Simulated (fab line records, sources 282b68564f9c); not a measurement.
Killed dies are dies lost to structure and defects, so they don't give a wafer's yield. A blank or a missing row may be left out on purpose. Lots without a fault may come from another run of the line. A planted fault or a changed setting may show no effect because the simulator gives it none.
Which tool did it? | flow rit_cmos | 7 lots, 21 wafers sampled, at 2 steps of a route of 202

WHAT THE GAUGES READ, wafer by wafer
RIT_GATE_THK_MEAS_07.
lot  | measured    | on            | GATE_OXIDE_THK (nm)
L539 | day 3 04:47 | film_metro-04 | 3.03 3.05 3.07
L543 | day 4 03:34 | film_metro-02 | 3.01 3.10 3.02
L545 | day 4 09:17 | film_metro-02 | 3.02 3.00 3.07
L547 | day 4 18:48 | film_metro-04 | 2.95 2.94 2.90
L550 | day 5 06:46 | film_metro-01 | 2.91 3.02 3.06
L553 | day 5 18:52 | film_metro-01 | 2.43 2.41 2.45
L560 | day 7 05:47 | film_metro-02 | 3.04 3.03 3.10

WHICH TOOL RAN EACH LOT (tool, then ch and the chambers of the sampled wafers, then the start)
lot  | RIT_GATE_OXIDATION_05
L539 | furnace-01 ch 0, day 2 22:38
L543 | furnace-01 ch 0, day 3 23:46
L545 | furnace-04 ch 0, day 4 06:38
L547 | furnace-04 ch 0, day 4 16:46
L550 | furnace-01 ch 0, day 5 04:05
L553 | furnace-01 ch 0, day 5 17:32
L560 | furnace-03 ch 0, day 7 03:32
- RIT_GATE_OXIDATION_05: target thk 3 nm, ox time 270 s.

THE ANSWER, worked out from the rows above alone
Rule: what is usual is taken from the lots themselves. Put in order of their means at a reading, lots are off if they are a third of the lots or fewer, leave a main group of 4 or more, and stand apart from it by a gap of 3 or more times the standard deviation of the main group's means; of several such gaps the widest counts. A main group whose means are all the same, to the digits that the tables above print for the reading, isn't used. A lot without any number at a reading at which 4 lots or more have one is off too. The other lots that the step has rows for count as sound.
Off: L553, at RIT_GATE_THK_MEAS_07 (GATE_OXIDE_THK). The main group: mean 3.02 nm, standard deviation 0.044.
A tool fits if, at a process step before that reading, it ran every lot that is off, and no sound lot after the first of them. The gauges at RIT_GATE_THK_MEAS_07 are tried like those tools. Can't be told from this: 2 tools fit, furnace-01 at RIT_GATE_OXIDATION_05, film_metro-01 at RIT_GATE_THK_MEAS_07.

WHAT THE SIMULATOR HAD PUT IN
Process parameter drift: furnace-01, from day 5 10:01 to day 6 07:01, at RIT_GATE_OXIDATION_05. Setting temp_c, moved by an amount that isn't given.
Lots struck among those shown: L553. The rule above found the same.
